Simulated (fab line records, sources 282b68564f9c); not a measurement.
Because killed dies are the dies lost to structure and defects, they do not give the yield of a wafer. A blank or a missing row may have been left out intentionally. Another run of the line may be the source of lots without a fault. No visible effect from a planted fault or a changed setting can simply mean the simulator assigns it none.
Split-lot experiment ; flow rit cmos ; on a route of 202 steps: 5 lots, 23 wafers read

## SPLIT DETAILS
At RIT_GATE_DEVELOP_15 (develop time 50 s), the setting develop time s was moved away from the recipe's 50 s on 9 of the 23 wafers read, by -7.9% to +10.3%. The other wafers ran this setting at the recipe's value.

## FROM THE SPLIT TO THE READING: what the file shows between them, 4 steps
- RIT_GATE_CD_MEAS_16: target cd 150 nm
- RIT_GATE_HARDBAKE_18: time 60 s
- RIT_GATE_ETCH_19: etches poly-Si in SF6/CHF3/O2, stops on SiO2, time 165 s, target depth 312.5 nm
- RIT_GATE_STRIP_20: strips in O2, time 180 s

## THE READING
Shown in nm: cd nm at RIT_GATE_CD_MEAS_90, with target cd 150 nm. Typical for fault-free wafers on this fab line: 149.9 nm, with standard deviation 2.1 nm.

wafer;tool, chamber at the split;develop time s as run, s;against the recipe;cd nm, nm;against lot-mates on the recipe
L081.1;litho track-04, 0;50;recipe;149.0;-
L081.2;litho track-04, 0;50;recipe;147.7;-
L081.3;litho track-04, 0;50;recipe;147.9;-
L081.4;litho track-04, 0;50;recipe;148.9;-
L081.6;litho track-04, 0;50;recipe;148.7;-
L082.3;litho track-04, 0;50;recipe;151.4;-
L082.5;litho track-04, 0;50;recipe;153.5;-
L082.6;litho track-04, 0;50;recipe;152.3;-
L083.1;litho track-01, 0;55.13;+10.3%;134.3;-16.8
L083.2;litho track-01, 0;55.13;+10.3%;135.2;-15.9
L083.3;litho track-01, 0;50;recipe;152.4;-
L083.4;litho track-01, 0;50;recipe;149.8;-
L083.5;litho track-01, 0;55.13;+10.3%;134.8;-16.3
L084.1;litho track-04, 0;46.52;-7.0%;160.5;+12.1
L084.2;litho track-04, 0;46.52;-7.0%;159.9;+11.5
L084.3;litho track-04, 0;46.52;-7.0%;161.2;+12.8
L084.4;litho track-04, 0;50;recipe;148.8;-
L084.5;litho track-04, 0;50;recipe;148.1;-
L085.1;litho track-04, 0;50;recipe;151.6;-
L085.2;litho track-04, 0;46.06;-7.9%;162.1;+12.8
L085.4;litho track-04, 0;50;recipe;147.0;-
L085.5;litho track-04, 0;46.06;-7.9%;163.2;+13.9
L085.6;litho track-04, 0;46.06;-7.9%;163.6;+14.3

FIT RESULTS
A straight line over all 23 wafers: cd nm changes by -1.54 nm for each +1% of develop time s; r = -0.98; the points scatter about the line by 1.7 nm.
The same after taking each lot's own level away (the mean of its wafers on the recipe; 23 wafers): -1.66 nm for each +1%; r = -0.99; scatter 1 nm.
According to that fit, moving develop time s by its largest amount changes the reading by 17 nm.
Across the lots, their own levels run from 148.44 to 152.40 nm, a range of 1.9 times the standard deviation given above.
Hence the lot-to-lot level has little effect on the slope; both slopes agree.
Check: with one of the wafers moved furthest among these (+10.3%) left out of the fit, the line predicts -16.8 nm for it against its lot-mates. It came out at -16.8 nm against them.

## THE OTHER SPLITS THESE WAFERS WENT THROUGH
Before the reading, these wafers also passed through other splits. Each is held against what the fit with the lots' levels taken away leaves over:
other split on the same wafers;wafers away from the commonest value;r with cd nm (lot level and that fit taken away)
RIT_ACTIVE_CVD_03 sih2cl2 flow sccm;18;-0.08
RIT_FOX2_OXIDATION_00 temp c;15;-0.08
RIT_NWELL_IMPLANT_08 dose cm2;10;+0.05
RIT_PWELL_IMPLANT_08 energy kev;11;+0.19
RIT_NRETRO_COAT_01 resist thk nm;7;-0.20
RIT_GATE_CLEAN_02 time s;15;-0.02
RIT_GATE_CVD_08 temp c;15;-0.08

## THE WHOLE CHAIN: every reading that the file lists as answering this split, in the file's order
step;what it does;reading;change (the file's fit);r (the file's)
RIT_GATE_CD_MEAS_16;target cd 150 nm;cd nm;-1.7 nm for each +1% of the setting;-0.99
RIT_GATE_CD_MEAS_90;target cd 150 nm;cd nm;-1.66 nm for each +1% of the setting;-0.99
RIT_M1_PROBE_99;;etest.pmos turned.r on ohm um (the simulator's own value, which no gauge read);-43.2 for each +1% of the setting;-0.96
RIT_M1_PROBE_99;;etest.pmos_0p3.r on ohm um (the simulator's own value, which no gauge read);-41.5 for each +1% of the setting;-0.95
RIT_M1_PROBE_99;;etest.pmos_0p15.r on ohm um (the simulator's own value, which no gauge read);-43 for each +1% of the setting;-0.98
RIT_M1_PROBE_99;;etest.nmos_0p3.r on ohm um (the simulator's own value, which no gauge read);-13.7 for each +1% of the setting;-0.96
RIT_M1_PROBE_99;;etest.nmos_0p15.r on ohm um (the simulator's own value, which no gauge read);-13.6 for each +1% of the setting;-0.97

## FILE'S OWN FIT
cd nm changes by -1.66 nm for each +1% of develop time s, r = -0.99.
